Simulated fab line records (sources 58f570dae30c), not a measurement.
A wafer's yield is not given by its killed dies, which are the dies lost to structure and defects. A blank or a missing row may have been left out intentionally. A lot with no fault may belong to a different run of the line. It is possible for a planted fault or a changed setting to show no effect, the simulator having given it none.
Split-lot trial / flow berkeley_cmos170 / 23 wafers read from 5 lots, route of 331 steps

ON THE SPLIT
At UCB170_NSD_COAT_01 (resist thk 900 nm), the setting spin_rpm was moved away from the recipe's 1500 rpm on 6 of the 23 wafers read, by -4.7% to +7.4%. For the rest of the wafers, this setting stayed at what the recipe calls for.

Reading taken at the split's own step.

THE READING
KrF_of_NSD_COAT_01.thk_nm (the simulator's own value, which no gauge read), in nm, at UCB170_NSD_COAT_01 (resist thk 900 nm). The file does not state a usual value for it. Here, 17 wafers ran the recipe; their average is 901.6 nm with a standard deviation of 3 nm.

wafer=L074.1; tool, chamber at the split=litho_track-04, 0; spin_rpm as run, rpm=1500; against the recipe=recipe; KrF_of_NSD_COAT_01.thk_nm, nm=905; against lot-mates on the recipe=-
wafer=L074.2; tool, chamber at the split=litho_track-04, 0; spin_rpm as run, rpm=1500; against the recipe=recipe; KrF_of_NSD_COAT_01.thk_nm, nm=902; against lot-mates on the recipe=-
wafer=L074.4; tool, chamber at the split=litho_track-04, 0; spin_rpm as run, rpm=1500; against the recipe=recipe; KrF_of_NSD_COAT_01.thk_nm, nm=899.8; against lot-mates on the recipe=-
wafer=L074.5; tool, chamber at the split=litho_track-04, 0; spin_rpm as run, rpm=1500; against the recipe=recipe; KrF_of_NSD_COAT_01.thk_nm, nm=898.8; against lot-mates on the recipe=-
wafer=L074.6; tool, chamber at the split=litho_track-04, 0; spin_rpm as run, rpm=1500; against the recipe=recipe; KrF_of_NSD_COAT_01.thk_nm, nm=902.6; against lot-mates on the recipe=-
wafer=L077.1; tool, chamber at the split=litho_track-01, 0; spin_rpm as run, rpm=1611; against the recipe=+7.4%; KrF_of_NSD_COAT_01.thk_nm, nm=867.4; against lot-mates on the recipe=-29.7
wafer=L077.3; tool, chamber at the split=litho_track-01, 0; spin_rpm as run, rpm=1500; against the recipe=recipe; KrF_of_NSD_COAT_01.thk_nm, nm=896.3; against lot-mates on the recipe=-
wafer=L077.4; tool, chamber at the split=litho_track-01, 0; spin_rpm as run, rpm=1500; against the recipe=recipe; KrF_of_NSD_COAT_01.thk_nm, nm=897.5; against lot-mates on the recipe=-
wafer=L077.5; tool, chamber at the split=litho_track-01, 0; spin_rpm as run, rpm=1500; against the recipe=recipe; KrF_of_NSD_COAT_01.thk_nm, nm=897.6; against lot-mates on the recipe=-
wafer=L077.6; tool, chamber at the split=litho_track-01, 0; spin_rpm as run, rpm=1611; against the recipe=+7.4%; KrF_of_NSD_COAT_01.thk_nm, nm=864.4; against lot-mates on the recipe=-32.7
wafer=L076.1; tool, chamber at the split=litho_track-01, 0; spin_rpm as run, rpm=1500; against the recipe=recipe; KrF_of_NSD_COAT_01.thk_nm, nm=900.7; against lot-mates on the recipe=-
wafer=L076.2; tool, chamber at the split=litho_track-01, 0; spin_rpm as run, rpm=1500; against the recipe=recipe; KrF_of_NSD_COAT_01.thk_nm, nm=902.7; against lot-mates on the recipe=-
wafer=L076.4; tool, chamber at the split=litho_track-01, 0; spin_rpm as run, rpm=1500; against the recipe=recipe; KrF_of_NSD_COAT_01.thk_nm, nm=900.2; against lot-mates on the recipe=-
wafer=L078.1; tool, chamber at the split=litho_track-03, 0; spin_rpm as run, rpm=1500; against the recipe=recipe; KrF_of_NSD_COAT_01.thk_nm, nm=903.9; against lot-mates on the recipe=-
wafer=L078.2; tool, chamber at the split=litho_track-03, 0; spin_rpm as run, rpm=1468; against the recipe=-2.1%; KrF_of_NSD_COAT_01.thk_nm, nm=915.5; against lot-mates on the recipe=+9.7
wafer=L078.4; tool, chamber at the split=litho_track-03, 0; spin_rpm as run, rpm=1500; against the recipe=recipe; KrF_of_NSD_COAT_01.thk_nm, nm=905.7; against lot-mates on the recipe=-
wafer=L078.5; tool, chamber at the split=litho_track-03, 0; spin_rpm as run, rpm=1500; against the recipe=recipe; KrF_of_NSD_COAT_01.thk_nm, nm=907.7; against lot-mates on the recipe=-
wafer=L078.6; tool, chamber at the split=litho_track-03, 0; spin_rpm as run, rpm=1468; against the recipe=-2.1%; KrF_of_NSD_COAT_01.thk_nm, nm=915; against lot-mates on the recipe=+9.2
wafer=L082.1; tool, chamber at the split=litho_track-04, 0; spin_rpm as run, rpm=1500; against the recipe=recipe; KrF_of_NSD_COAT_01.thk_nm, nm=901.4; against lot-mates on the recipe=-
wafer=L082.2; tool, chamber at the split=litho_track-04, 0; spin_rpm as run, rpm=1429; against the recipe=-4.7%; KrF_of_NSD_COAT_01.thk_nm, nm=923.5; against lot-mates on the recipe=+21.2
wafer=L082.4; tool, chamber at the split=litho_track-04, 0; spin_rpm as run, rpm=1429; against the recipe=-4.7%; KrF_of_NSD_COAT_01.thk_nm, nm=925.4; against lot-mates on the recipe=+23.1
wafer=L082.5; tool, chamber at the split=litho_track-04, 0; spin_rpm as run, rpm=1500; against the recipe=recipe; KrF_of_NSD_COAT_01.thk_nm, nm=901.1; against lot-mates on the recipe=-
wafer=L082.6; tool, chamber at the split=litho_track-04, 0; spin_rpm as run, rpm=1500; against the recipe=recipe; KrF_of_NSD_COAT_01.thk_nm, nm=904.4; against lot-mates on the recipe=-

FIT RESULTS
A straight line over all 23 wafers: KrF_of_NSD_COAT_01.thk_nm changes by -4.91 nm for each +1% of spin_rpm; r = -0.98; the points scatter about the line by 2.9 nm.
The same after taking each lot's own level away (the mean of its wafers on the recipe; 23 wafers): -4.36 nm for each +1%; r = -0.99; scatter 1.6 nm.
On that fit, the largest move of spin_rpm shifts the reading by 32 nm.
Across the lots, their own levels run from 897.13 to 905.77 nm, a range of 2.8 times the standard deviation given above.
In other words, the slope is changed by the lot-to-lot level; the two fits disagree.
Check: -33.4 nm against its lot-mates is what the line predicts for one of the wafers moved furthest among these (+7.4%) when that wafer is left out of the fit. It came out at -29.7 nm against them.

OTHER SPLITS ON THESE WAFERS
Before the reading, these wafers also passed through other splits. Each is held against what the fit with the lots' levels taken away leaves over:
other split on the same wafers=UCB170_PVT_DEVELOP_05 develop_time_s; wafers away from the commonest value=11; r with KrF_of_NSD_COAT_01.thk_nm (lot level and that fit taken away)=-0.32
other split on the same wafers=UCB170_GATE_EXPOSE_09 dose_mj; wafers away from the commonest value=10; r with KrF_of_NSD_COAT_01.thk_nm (lot level and that fit taken away)=-0.16
other split on the same wafers=UCB170_GATE_ETCH_15 icp_w; wafers away from the commonest value=4; r with KrF_of_NSD_COAT_01.thk_nm (lot level and that fit taken away)=+0.05
other split on the same wafers=UCB170_PLDD_IMPLANT_08 dose_cm2; wafers away from the commonest value=11; r with KrF_of_NSD_COAT_01.thk_nm (lot level and that fit taken away)=+0.03
other split on the same wafers=UCB170_NLDD_EXPOSE_03 dose_mj; wafers away from the commonest value=11; r with KrF_of_NSD_COAT_01.thk_nm (lot level and that fit taken away)=+0.02
other split on the same wafers=UCB170_PSD_COAT_01 spin_rpm; wafers away from the commonest value=9; r with KrF_of_NSD_COAT_01.thk_nm (lot level and that fit taken away)=-0.19
other split on the same wafers=UCB170_PSD_IMPLANT_08 dose_cm2; wafers away from the commonest value=7; r with KrF_of_NSD_COAT_01.thk_nm (lot level and that fit taken away)=+0.26

THE WHOLE CHAIN: every reading that the file lists as answering this split, in the file's order
step=UCB170_NSD_COAT_01; what it does=resist thk 900 nm; reading=KrF_of_NSD_COAT_01.thk_nm (the simulator's own value, which no gauge read); change (the file's fit)=-4.36 nm for each +1% of the setting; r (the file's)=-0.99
step=UCB170_NSD_STRIP_09; what it does=strips in O2; reading=strip_time_to_endpoint_s; change (the file's fit)=withheld for each +1% of the setting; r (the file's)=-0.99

FILE'S OWN FIT
KrF_of_NSD_COAT_01.thk_nm changes by -4.36 nm for each +1% of spin_rpm, r = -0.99.
